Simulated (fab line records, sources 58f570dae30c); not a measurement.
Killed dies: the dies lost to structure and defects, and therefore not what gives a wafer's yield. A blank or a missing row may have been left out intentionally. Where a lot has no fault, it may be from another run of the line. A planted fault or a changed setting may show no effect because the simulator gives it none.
A lot that was struck, set against a sound lot :: flow berkeley_cmos170 :: 20 out of 331 route steps
Sound: these wafers, L894.4, L894.5, L894.6. Struck: wafers L902.2, L902.3, L902.5. Last of all comes the cause.
Per side, at each step with rows, come the tool, then ch with its chambers, and then its first start. Under that, the readings that differ: sound wafers :: struck wafers :: difference of the means :: sigmas: that difference in standard deviations of wafers without a fault.
alike: same words and numbers on both sides, and readings whose means sit less than 2 such deviations apart. not compared: any withheld reading, any reading some wafer has no value for, any bound like >300 that may hide the same value, and any number with overlapping values for which the record gives no deviation.
A row with sigmas, a row that says differs or no value, or rows on one side alone: a step with any of these is where the two part. When numbers do not overlap yet have no deviation, they are printed without sigmas and do not part them. Lack of a reading on every wafer of one side parts them only where that side has two or more wafers.

first, 1 step without rows for these wafers: UCB170_CONTACT_CVD_01 (deposits PSG from SiH4/O2/PH3, target thk 700 nm, time 2820 s).
UCB170_CONTACT_THK_MEAS_02:
  sound: film_metro-04 at day 9 00:40; struck: film_metro-04 at day 11 03:15
  alike: CONTACT_PSG_THK
then, 3 steps without rows for these wafers: UCB170_CONTACT_HMDS_03 (prime time 60 s); UCB170_CONTACT_COAT_04 (resist thk 900 nm); UCB170_CONTACT_SOFTBAKE_05 (time 60 s).
UCB170_CONTACT_STRIP_06: strips in O2.
  sound on plasma_asher-01 ch 0,1, day 9 01:11; struck on plasma_asher-01 ch 0,1, day 11 03:45
  alike: drypump_motor_current_A, oes_product_au, strip_time_to_endpoint_s
  not compared: rf_hours_counter_h
then, 1 step without rows for these wafers: UCB170_CONTACT_CLEAN_07 (cleans in SPM, time 600 s).
UCB170_CONTACT_RTA_08: time 10 s.
  sound on rtp_anneal-01 ch 0, day 9 01:38; struck on rtp_anneal-01 ch 0, day 11 04:57
  alike: lamp_power_pct, wafer_temp_C_max
then, 4 steps without rows for these wafers: UCB170_CONTACT_COAT_09; UCB170_CONTACT_COAT_10 (resist thk 900 nm); UCB170_CONTACT_SOFTBAKE_11 (time 60 s); UCB170_CONTACT_EXPOSE_12 (exposes mask CONT, target cd 700 nm).
UCB170_CONTACT_PEB_13:
  sound on litho_track-03 ch 0, day 9 03:35; struck on litho_track-01 ch 0, day 11 06:38
reading: plate_temp_C (C)
sound: 129.90 129.98 129.79
struck: 140.91 140.65 140.63
difference: +10.84
sigmas: +77
  alike: exhaust_pa
then, 1 step without rows for these wafers: UCB170_CONTACT_DEVELOP_14 (develop time 45 s).
UCB170_CONTACT_CD_MEAS_15 targets a cd of 700 nm.
  sound: cd_sem-02 at day 9 03:50; struck: cd_sem-01 at day 11 06:57
reading: cd_nm (nm)
sound: 701.5 700.4 701.2
struck: 746.4 746.2 746.1
difference: +45.2
sigmas: +38
UCB170_CONTACT_OVL_MEAS_16:
  sound: overlay-02 at day 9 03:55; struck: overlay-02 at day 11 07:04
  alike: CONTACT_OVL
UCB170_CONTACT_ETCH_17: etches BARC in N2/H2.
  sound on rie_diel-03 ch 0,1,2, day 9 03:56; struck on rie_diel-03 ch 1,2, day 11 07:05
reading: model.CONTACT.cd_nm (nm)
sound: 700.9 700.4 701.2
struck: 746.1 747.1 746.6
difference: +45.8
sigmas: 
  alike: drypump_motor_current_A, n2_flow_sccm, oes_product_au, throttle_valve_pct
UCB170_CONTACT_ETCH_18: etches PSG in CHF3/CF4/Ar, stops on TiSi2, target depth 840 nm, time 195 s.
  sound: rie_diel-03 ch 0,1,2; struck: rie_diel-03 ch 1,2
reading: model.CONTACT.cd_nm (nm)
sound: 700.5 699.9 701
struck: 745.9 746.9 746.4
difference: +45.9
sigmas: 
  alike: drypump_motor_current_A, mfc_ar_sccm, oes_product_au, throttle_valve_pct
  not compared: rf_hours_counter_h
UCB170_CONTACT_STRIP_19: strips in O2.
  sound on plasma_asher-01 ch 0,1, day 9 04:08; struck on plasma_asher-03 ch 0,1, day 11 07:15
  alike: drypump_motor_current_A, oes_product_au
  not compared: rf_hours_counter_h
following that, these wafers have no rows for 1 step: UCB170_M3_PROBE_99.

== WHERE THEY PART ==
First at UCB170_CONTACT_PEB_13; last, within this record, at UCB170_CONTACT_CD_MEAS_15. Later steps at which nothing parts them and some readings are alike: UCB170_CONTACT_OVL_MEAS_16, UCB170_CONTACT_ETCH_17, UCB170_CONTACT_ETCH_18, UCB170_CONTACT_STRIP_19.

WHY: what the simulator had put in
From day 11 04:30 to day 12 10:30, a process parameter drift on litho_track-01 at UCB170_CONTACT_PEB_13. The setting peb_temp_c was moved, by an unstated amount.
